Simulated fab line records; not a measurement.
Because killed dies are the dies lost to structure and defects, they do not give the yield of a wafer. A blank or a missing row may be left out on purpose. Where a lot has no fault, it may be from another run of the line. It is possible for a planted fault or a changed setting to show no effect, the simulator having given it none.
fab line records | flow rit-cmos
record: lots: 14 | wafers: 42 | last-day: 7
route steps=202 shown M1@195
lots with no fault: from the same line, run without faults
start-h: start of the lot's first displayed wafer, in hours after the record's first day | wait-h: hours elapsed since this lot's preceding step | " unchanged from the row above | L1.1+2: several wafers, shown together as one row | - no value present, or no start provided | * or withheld: withheld | < > ~ a bound
route shown NAME@n: NAME is a module with steps in the file, n the number in the route of the first one | usual: mean and standard deviation over wafers with no fault | same: alike in all rows | chamber/n: place in a boat | sites: readings site by site | _std_site: standard deviation across them | _edge_site: mean of outer sites minus mean of inner sites | radius-mm: for every site, how far away it sits from the centre of the wafer | mask NAME#n: copy n | behind: the most recent tool/chamber to have shaped the wafer | hold: reason for holding the lot/hours on hold/outcome of the hold | device: whichever transistor did not switch (one of n, p or np) | end of line: at the end of the route, the tests of the same wafers | a step with no rows: only its recipe | killed: not the wafer's yield, but the dies lost to structure and defects at the first sort | map: a wafer's dies, marking killed ones x, the rest . and places with no die _
set.NAME: the setting that was run; set.NAME@STEP: the one run at that earlier step | model.NAME: the simulator's own value behind a step, which no gauge read
one table for each step of the route and one row for each wafer, over a sample of lots
== steps ==
step: RIT_M1_HARDBAKE_11
recipe: resist: NOVOLAK | temp-c: 140 | time-s: 120
usual: heater-power-total-W: 52.04/0.065 | plate-temp-C: 140.02/0.13
same: time-s: 120
lot.wafer | tool           | chamber | start-h | wait-h | heater-power-total-W | plate-temp-C
L237.1    | litho-track-03 | 0       | 55.98   | 0.0    | 52.09                | 140.40
L237.3    | "              | 0       | "       | "      | 52.16                | 140.30
L237.5    | "              | 0       | "       | "      | 52.01                | 140.26
L238.1    | litho-track-02 | 0       | 60.73   | 0.0    | 52.00                | 139.81
L238.2    | "              | 0       | "       | "      | 52.05                | 139.85
L238.4    | "              | 0       | "       | "      | 52.00                | 139.89
L239.2    | litho-track-01 | 0       | 65.70   | 0.1    | 52.06                | 140.11
L239.3    | "              | 0       | "       | "      | 52.03                | 140.07
L239.4    | "              | 0       | "       | "      | 52.00                | 139.95
L241.1    | litho-track-01 | 0       | 75.68   | 0.0    | 50.71                | 136.81
L241.3    | "              | 0       | "       | "      | 50.57                | 136.97
L241.4    | "              | 0       | "       | "      | 50.66                | 137.17
L243.2    | litho-track-03 | 0       | 85.12   | 0.1    | 52.01                | 139.99
L243.3    | "              | 0       | "       | "      | 52.04                | 140.06
L243.4    | "              | 0       | "       | "      | 52.07                | 139.81
L247.2    | litho-track-01 | 0       | 104.24  | 0.1    | 50.69                | 137.02
L247.3    | "              | 0       | "       | "      | 50.55                | 137.07
L247.4    | "              | 0       | "       | "      | 50.68                | 137.11
L250.2    | litho-track-02 | 0       | 121.36  | 0.1    | 51.99                | 140.11
L250.3    | "              | 0       | "       | "      | 52.00                | 140.13
L250.4    | "              | 0       | "       | "      | 51.95                | 140.13
L251.1    | litho-track-03 | 0       | 124.80  | 0.0    | 52.03                | 140.37
L251.4    | "              | 0       | "       | "      | 51.93                | 140.12
L251.5    | "              | 0       | "       | "      | 51.98                | 140.18
L252.1    | litho-track-02 | 0       | 129.05  | 0.0    | 51.96                | 140.10
L252.2    | "              | 0       | "       | "      | 52.09                | 139.93
L252.4    | "              | 0       | "       | "      | 51.96                | 140.17
L256.1    | litho-track-02 | 0       | 150.24  | 0.0    | 52.18                | 139.82
L256.5    | "              | 0       | "       | "      | 51.95                | 139.72
L256.6    | "              | 0       | "       | "      | 52.00                | 139.84
L257.2    | litho-track-03 | 0       | 155.14  | 0.1    | 51.97                | 140.30
L257.3    | "              | 0       | "       | "      | 52.07                | 139.99
L257.6    | "              | 0       | "       | "      | 52.11                | 140.04
L258.1    | litho-track-02 | 0       | 159.65  | 0.0    | 52.09                | 139.96
L258.2    | "              | 0       | "       | "      | 52.00                | 140.18
L258.5    | "              | 0       | "       | "      | 52.04                | 139.88
L259.1    | litho-track-03 | 0       | 163.26  | 0.0    | 51.99                | 140.00
L259.2    | "              | 0       | "       | "      | 51.98                | 140.08
L259.6    | "              | 0       | "       | "      | 51.96                | 139.94
L260.2    | litho-track-02 | 0       | 171.16  | 0.1    | 52.06                | 140.02
L260.4    | "              | 0       | "       | "      | 52.02                | 139.94
L260.5    | "              | 0       | "       | "      | 51.99                | 140.15
step: RIT_M1_PROBE_99
usual: defect-limited-yield: 97.5/1.1 | killed_at_M0_to_M3: 0.0/0.083 | killed-at-contacts: 0.1/0.32 | killed-at-front-end: 7/3 | killed-dies: 7/3 | killed-open: 3.4/2.2 | killed-short: 3.3/1.8 | sort_bin_3_pad_short: 0.2/0.25 | sort_bin_5_function: 1.5/0.79 | sort_bin_6_memory: 0.9/0.65 | sort-n-pass: 257/3 | sort-yield-pct: 97.5/1.1
same: gross-dies: 264 | killed_at_M4_up: 0 | killed-at-back-side: 0 | killed-at-other: 0
lot.wafer | tool      | chamber | start-h | wait-h | defect-limited-yield[%] | killed_at_M0_to_M3 | killed-at-contacts | killed-at-front-end | killed-dies | killed-open | killed-short | sort_bin_3_pad_short[%] | sort_bin_5_function[%] | sort_bin_6_memory[%] | sort-n-pass | sort-yield-pct[%]
L237.1    | prober-01 | -       | 58.48   | 0.1    | 98.5                    | 0                  | 0                  | 4                   | 4           | 3           | 1            | 0                       | 1.1                    | 0.4                  | 260         | 98.5
L237.3    | prober-01 | -       | 58.58   | 0.2    | 98.1                    | 0                  | 0                  | 5                   | 5           | 2           | 3            | 0.8                     | 0.8                    | 0.4                  | 259         | 98.1
L237.5    | prober-01 | -       | 58.68   | 0.2    | 98.1                    | 0                  | 0                  | 5                   | 5           | 2           | 3            | 0                       | 1.5                    | 0.4                  | 259         | 98.1
L238.1    | prober-02 | -       | 64.36   | 0.1    | 98.9                    | 0                  | 0                  | 3                   | 3           | 2           | 1            | 0                       | 0.4                    | 0.8                  | 261         | 98.9
L238.2    | prober-02 | -       | 64.41   | 0.1    | 97.7                    | 0                  | 1                  | 5                   | 6           | 3           | 3            | 0.8                     | 1.5                    | 0                    | 258         | 97.7
L238.4    | prober-02 | -       | 64.51   | 0.2    | 95.5                    | 0                  | 0                  | 12                  | 12          | 7           | 5            | 0                       | 3.0                    | 1.5                  | 252         | 95.5
L239.2    | prober-01 | -       | 68.51   | 0.1    | 96.2                    | 0                  | 0                  | 10                  | 10          | 6           | 4            | 0                       | 3.0                    | 0.8                  | 254         | 96.2
L239.3    | prober-01 | -       | 68.56   | 0.2    | 97.7                    | 0                  | 0                  | 6                   | 6           | 4           | 2            | 0                       | 1.5                    | 0.8                  | 258         | 97.7
L239.4    | prober-01 | -       | 68.61   | 0.2    | 97.3                    | 0                  | 2                  | 5                   | 7           | 2           | 5            | 0                       | 2.3                    | 0.4                  | 257         | 97.3
L241.1    | prober-01 | -       | 78.19   | 0.1    | 94.7                    | 0                  | 0                  | 14                  | 14          | 8           | 6            | 0                       | 3.8                    | 1.5                  | 250         | 94.7
L241.3    | prober-01 | -       | 78.29   | 0.2    | 98.1                    | 0                  | 0                  | 5                   | 5           | 2           | 3            | 0                       | 1.5                    | 0.4                  | 259         | 98.1
L241.4    | prober-01 | -       | 78.34   | 0.2    | 97.7                    | 0                  | 0                  | 6                   | 6           | 4           | 2            | 0.4                     | 1.1                    | 0.8                  | 258         | 97.7
L243.2    | prober-01 | -       | 87.67   | 0.1    | 98.1                    | 0                  | 0                  | 5                   | 5           | 2           | 3            | 0                       | 1.1                    | 0.8                  | 259         | 98.1
L243.3    | prober-01 | -       | 87.72   | 0.2    | 97.3                    | 0                  | 0                  | 7                   | 7           | 3           | 4            | 0                       | 1.9                    | 0.8                  | 257         | 97.3
L243.4    | prober-01 | -       | 87.77   | 0.2    | 96.2                    | 0                  | 0                  | 10                  | 10          | 5           | 5            | 0                       | 1.9                    | 1.9                  | 254         | 96.2
L247.2    | prober-01 | -       | 106.75  | 0.1    | 98.9                    | 0                  | 0                  | 3                   | 3           | 1           | 2            | 0                       | 0.8                    | 0.4                  | 261         | 98.9
L247.3    | prober-01 | -       | 106.80  | 0.2    | 98.5                    | 0                  | 0                  | 4                   | 4           | 3           | 1            | 0                       | 0.8                    | 0.8                  | 260         | 98.5
L247.4    | prober-01 | -       | 106.85  | 0.2    | 98.5                    | 0                  | 0                  | 4                   | 4           | 2           | 2            | 0                       | 1.1                    | 0.4                  | 260         | 98.5
L250.2    | prober-02 | -       | 123.87  | 0.1    | 97.0                    | 0                  | 0                  | 8                   | 8           | 5           | 3            | 0                       | 2.3                    | 0.8                  | 256         | 97.0
L250.3    | prober-02 | -       | 123.92  | 0.2    | 98.5                    | 0                  | 0                  | 4                   | 4           | 2           | 2            | 0                       | 1.1                    | 0.4                  | 260         | 98.5
L250.4    | prober-02 | -       | 123.97  | 0.2    | 97.3                    | 0                  | 0                  | 7                   | 7           | 4           | 3            | 0.8                     | 1.1                    | 0.8                  | 257         | 97.3
L251.1    | prober-01 | -       | 127.32  | 0.1    | 97.7                    | 0                  | 0                  | 6                   | 6           | 2           | 4            | 0                       | 1.1                    | 1.1                  | 258         | 97.7
L251.4    | prober-01 | -       | 127.47  | 0.2    | 96.6                    | 0                  | 0                  | 9                   | 9           | 2           | 7            | 0.4                     | 1.9                    | 1.1                  | 255         | 96.6
L251.5    | prober-01 | -       | 127.52  | 0.2    | 97.7                    | 0                  | 0                  | 6                   | 6           | 3           | 3            | 0                       | 1.5                    | 0.8                  | 258         | 97.7
L252.1    | prober-02 | -       | 131.73  | 0.1    | 97.7                    | 0                  | 0                  | 6                   | 6           | 4           | 2            | 0                       | 1.9                    | 0.4                  | 258         | 97.7
L252.2    | prober-02 | -       | 131.78  | 0.1    | 97.7                    | 0                  | 1                  | 5                   | 6           | 2           | 4            | 0.4                     | 1.1                    | 0.8                  | 258         | 97.7
L252.4    | prober-02 | -       | 131.88  | 0.2    | 98.5                    | 0                  | 1                  | 3                   | 4           | 2           | 2            | 0.4                     | 0.8                    | 0.4                  | 260         | 98.5
L256.1    | prober-02 | -       | 152.74  | 0.1    | 97.0                    | 1                  | 0                  | 7                   | 8           | 3           | 5            | 0.4                     | 2.3                    | 0.4                  | 256         | 97.0
L256.5    | prober-02 | -       | 152.94  | 0.2    | 97.3                    | 0                  | 1                  | 6                   | 7           | 5           | 2            | 0                       | 1.5                    | 1.1                  | 257         | 97.3
L256.6    | prober-02 | -       | 152.99  | 0.2    | 97.7                    | 0                  | 0                  | 6                   | 6           | 4           | 2            | 0                       | 1.5                    | 0.8                  | 258         | 97.7
L257.2    | prober-01 | -       | 158.64  | 0.1    | 95.8                    | 0                  | 0                  | 11                  | 11          | 6           | 5            | 0                       | 2.7                    | 1.5                  | 253         | 95.8
L257.3    | prober-01 | -       | 158.69  | 0.2    | 97.0                    | 0                  | 0                  | 8                   | 8           | 4           | 4            | 0                       | 2.3                    | 0.8                  | 256         | 97.0
L257.6    | prober-01 | -       | 158.84  | 0.2    | 97.7                    | 0                  | 0                  | 6                   | 6           | 3           | 3            | 0.4                     | 0.8                    | 1.1                  | 258         | 97.7
L258.1    | prober-02 | -       | 162.15  | 0.1    | 95.8                    | 0                  | 0                  | 11                  | 11          | 6           | 5            | 0                       | 3.4                    | 0.8                  | 253         | 95.8
L258.2    | prober-02 | -       | 162.20  | 0.1    | 98.1                    | 0                  | 0                  | 5                   | 5           | 2           | 3            | 0                       | 1.1                    | 0.8                  | 259         | 98.1
L258.5    | prober-02 | -       | 162.35  | 0.2    | 97.3                    | 0                  | 0                  | 7                   | 7           | 5           | 2            | 0                       | 1.5                    | 1.1                  | 257         | 97.3
L259.1    | prober-01 | -       | 165.76  | 0.1    | 97.7                    | 0                  | 0                  | 6                   | 6           | 3           | 3            | 0.4                     | 0.8                    | 1.1                  | 258         | 97.7
L259.2    | prober-01 | -       | 165.81  | 0.1    | 97.7                    | 0                  | 0                  | 6                   | 6           | 1           | 5            | 0.4                     | 0.8                    | 1.1                  | 258         | 97.7
L259.6    | prober-01 | -       | 166.01  | 0.2    | 96.6                    | 0                  | 0                  | 9                   | 9           | 4           | 5            | 0.4                     | 1.9                    | 1.1                  | 255         | 96.6
L260.2    | prober-02 | -       | 173.67  | 0.1    | 96.6                    | 0                  | 0                  | 9                   | 9           | 5           | 4            | 0                       | 1.9                    | 1.5                  | 255         | 96.6
L260.4    | prober-02 | -       | 173.77  | 0.2    | 97.0                    | 0                  | 0                  | 8                   | 8           | 5           | 3            | 0.4                     | 1.5                    | 1.1                  | 256         | 97.0
L260.5    | prober-02 | -       | 173.82  | 0.2    | 94.3                    | 0                  | 0                  | 15                  | 15          | 11          | 4            | 0.4                     | 3.0                    | 2.3                  | 249         | 94.3
killed by level:class
L237.1 GATE:geometric-particle:open=2 FOX1:geometric-particle:short=1 SILICIDE:geometric-particle:open=1
L237.3 GATE:geometric-particle:short=3 FOX2:geometric-particle:open=1 GATE:geometric-particle:open=1
L237.5 FOX2:geometric-particle:short=2 GATE:geometric-particle:open=2 FOX1:geometric-particle:short=1
L238.1 GATE:geometric-particle:open=2 GATE:geometric-particle:short=1
L238.2 GATE:geometric-particle:open=2 FOX1:geometric-particle:short=1 GATE:geometric-particle:short=1 REOX:geometric-particle:short=1 CONTACT:geometric-particle:open=1
L238.4 GATE:geometric-particle:short=4 GATE:geometric-particle:open=3 SPACER:geometric-particle:open=2 SILICIDE:geometric-particle:open=2 SPACER:geometric-particle:short=1
L239.2 GATE:geometric-particle:open=3 GATE:geometric-particle:short=2 FOX1:geometric-particle:open=1 FOX1:geometric-particle:short=1 FOX2:geometric-particle:open=1 SILICIDE:geometric-particle:open=1 SILICIDE:geometric-particle:short=1
L239.3 FOX1:geometric-particle:open=3 FOX1:geometric-particle:short=1 GATE:geometric-particle:short=1 GATE:geometric-particle:open=1
L239.4 GATE:geometric-particle:short=1 REOX:geometric-particle:short=1 SPACER:geometric-particle:short=1 SPACER:geometric-particle:open=1 SILICIDE:geometric-particle:short=1 CONTACT:geometric-particle:short=1 CONTACT:geometric-particle:open=1
L241.1 SILICIDE:geometric-particle:open=3 FOX1:geometric-particle:short=2 GATE:geometric-particle:open=2 GATE:geometric-particle:short=2 SPACER:geometric-particle:open=2 ACTIVE:geometric-particle:short=1 REOX:geometric-particle:open=1 SILICIDE:geometric-particle:short=1
L241.3 GATE:geometric-particle:short=2 FOX1:geometric-particle:open=1 FOX1:geometric-particle:short=1 FOX2:geometric-particle:open=1
L241.4 SILICIDE:geometric-particle:open=2 FOX2:geometric-particle:short=1 FOX2:geometric-particle:open=1 GATE:geometric-particle:short=1 GATE:geometric-particle:open=1
L243.2 GATE:geometric-particle:short=2 FOX1:geometric-particle:short=1 FOX1:geometric-particle:open=1 GATE:geometric-particle:open=1
L243.3 SPACER:geometric-particle:short=3 GATE:geometric-particle:short=1 GATE:geometric-particle:open=1 SPACER:geometric-particle:open=1 SILICIDE:geometric-particle:open=1
L243.4 GATE:geometric-particle:short=3 GATE:geometric-particle:open=2 SPACER:geometric-particle:short=2 REOX:geometric-particle:open=1 SPACER:geometric-particle:open=1 SILICIDE:geometric-particle:open=1
L247.2 FOX1:geometric-particle:short=1 GATE:geometric-particle:open=1 SPACER:geometric-particle:short=1
L247.3 GATE:geometric-particle:open=1 REOX:geometric-particle:open=1 SILICIDE:geometric-particle:open=1 SILICIDE:geometric-particle:short=1
L247.4 GATE:geometric-particle:open=2 GATE:geometric-particle:short=1 SPACER:geometric-particle:short=1
L250.2 GATE:geometric-particle:open=3 FOX1:geometric-particle:open=2 GATE:geometric-particle:short=2 FOX1:geometric-particle:short=1
L250.3 FOX1:geometric-particle:short=2 FOX1:geometric-particle:open=1 GATE:geometric-particle:open=1
L250.4 GATE:geometric-particle:open=3 FOX1:geometric-particle:short=1 FOX2:geometric-particle:short=1 GATE:geometric-particle:short=1 REOX:geometric-particle:open=1
L251.1 GATE:geometric-particle:short=2 FOX2:geometric-particle:short=1 REOX:geometric-particle:short=1 SPACER:geometric-particle:open=1 SILICIDE:geometric-particle:open=1
L251.4 GATE:geometric-particle:short=2 SPACER:geometric-particle:short=2 FOX1:geometric-particle:short=1 GATE:geometric-particle:open=1 REOX:geometric-particle:short=1 REOX:geometric-particle:open=1 SILICIDE:geometric-particle:short=1
L251.5 FOX1:geometric-particle:short=2 FOX2:geometric-particle:short=1 REOX:geometric-particle:open=1 SPACER:geometric-particle:open=1 SILICIDE:geometric-particle:open=1
L252.1 GATE:geometric-particle:short=2 GATE:geometric-particle:open=2 FOX1:geometric-particle:open=1 REOX:geometric-particle:open=1
L252.2 GATE:geometric-particle:open=1 GATE:geometric-particle:short=1 REOX:geometric-particle:short=1 SPACER:geometric-particle:short=1 SILICIDE:geometric-particle:open=1 CONTACT:geometric-particle:short=1
L252.4 GATE:geometric-particle:short=1 REOX:geometric-particle:open=1 SPACER:geometric-particle:short=1 CONTACT:geometric-particle:open=1
L256.1 SPACER:geometric-particle:open=2 FOX1:geometric-particle:short=1 GATE:geometric-particle:short=1 REOX:geometric-particle:short=1 REOX:geometric-particle:open=1 SILICIDE:geometric-particle:short=1 M1:geometric-particle:short=1
L256.5 FOX1:geometric-particle:short=2 SPACER:geometric-particle:open=2 FOX1:geometric-particle:open=1 SILICIDE:geometric-particle:open=1 CONTACT:geometric-particle:open=1
L256.6 SILICIDE:geometric-particle:open=2 FOX1:geometric-particle:open=1 FOX1:geometric-particle:short=1 FOX2:geometric-particle:short=1 REOX:geometric-particle:open=1
L257.2 FOX1:geometric-particle:short=2 GATE:geometric-particle:open=2 SILICIDE:geometric-particle:open=2 FOX1:geometric-particle:open=1 FOX2:geometric-particle:short=1 GATE:geometric-particle:short=1 REOX:geometric-particle:open=1 SILICIDE:geometric-particle:short=1
L257.3 GATE:geometric-particle:open=2 SPACER:geometric-particle:short=2 FOX2:geometric-particle:open=1 FOX2:geometric-particle:short=1 GATE:geometric-particle:short=1 SILICIDE:geometric-particle:open=1
L257.6 GATE:geometric-particle:short=1 REOX:geometric-particle:open=1 REOX:geometric-particle:short=1 SPACER:geometric-particle:open=1 SILICIDE:geometric-particle:short=1 SILICIDE:geometric-particle:open=1
L258.1 GATE:geometric-particle:short=3 GATE:geometric-particle:open=3 FOX1:geometric-particle:short=2 FOX1:geometric-particle:open=1 FOX2:geometric-particle:open=1 REOX:geometric-particle:open=1
L258.2 SILICIDE:geometric-particle:short=2 FOX2:geometric-particle:short=1 GATE:geometric-particle:open=1 REOX:geometric-particle:open=1
L258.5 FOX1:geometric-particle:open=2 GATE:geometric-particle:short=2 GATE:geometric-particle:open=2 SPACER:geometric-particle:open=1
L259.1 GATE:geometric-particle:open=2 GATE:geometric-particle:short=2 FOX1:geometric-particle:short=1 SILICIDE:geometric-particle:open=1
L259.2 SPACER:geometric-particle:short=2 SILICIDE:geometric-particle:short=2 GATE:geometric-particle:open=1 GATE:geometric-particle:short=1
L259.6 FOX1:geometric-particle:open=2 GATE:geometric-particle:short=2 REOX:geometric-particle:open=2 SILICIDE:geometric-particle:short=2 REOX:geometric-particle:short=1
L260.2 REOX:geometric-particle:open=2 FOX1:geometric-particle:open=1 GATE:geometric-particle:short=1 REOX:geometric-particle:short=1 SPACER:geometric-particle:open=1 SPACER:geometric-particle:short=1 SILICIDE:geometric-particle:short=1 SILICIDE:geometric-particle:open=1
L260.4 REOX:geometric-particle:open=3 SILICIDE:geometric-particle:short=2 FOX1:geometric-particle:open=1 FOX2:geometric-particle:open=1 GATE:geometric-particle:short=1
L260.5 REOX:geometric-particle:open=4 FOX1:geometric-particle:open=2 GATE:geometric-particle:open=2 SPACER:geometric-particle:open=2 FOX1:geometric-particle:short=1 FOX2:geometric-particle:short=1 FOX2:geometric-particle:open=1 GATE:geometric-particle:short=1
== key ==
first-sign: step: RIT_M1_HARDBAKE_11 | reading: plate-temp-C | direction: down | sigmas: 22 | usual: * | struck: *
effect: step: RIT_M1_HARDBAKE_11 | reading: heater-power-total-W | direction: down | sigmas: 22 | usual: 52.04 | struck: 50.64
met-at RIT_M1_HARDBAKE_11
struck-lots L241,L247
onset-between 65.70 75.68
fault: kind: process-parameter-drift | tool: litho-track-01 | chamber: - | onset-h: 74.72 | steps: RIT_M1_HARDBAKE_11 | channel: temp-c | offset: * | shape: step | end-h: 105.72 | acts-in: * | stated: *
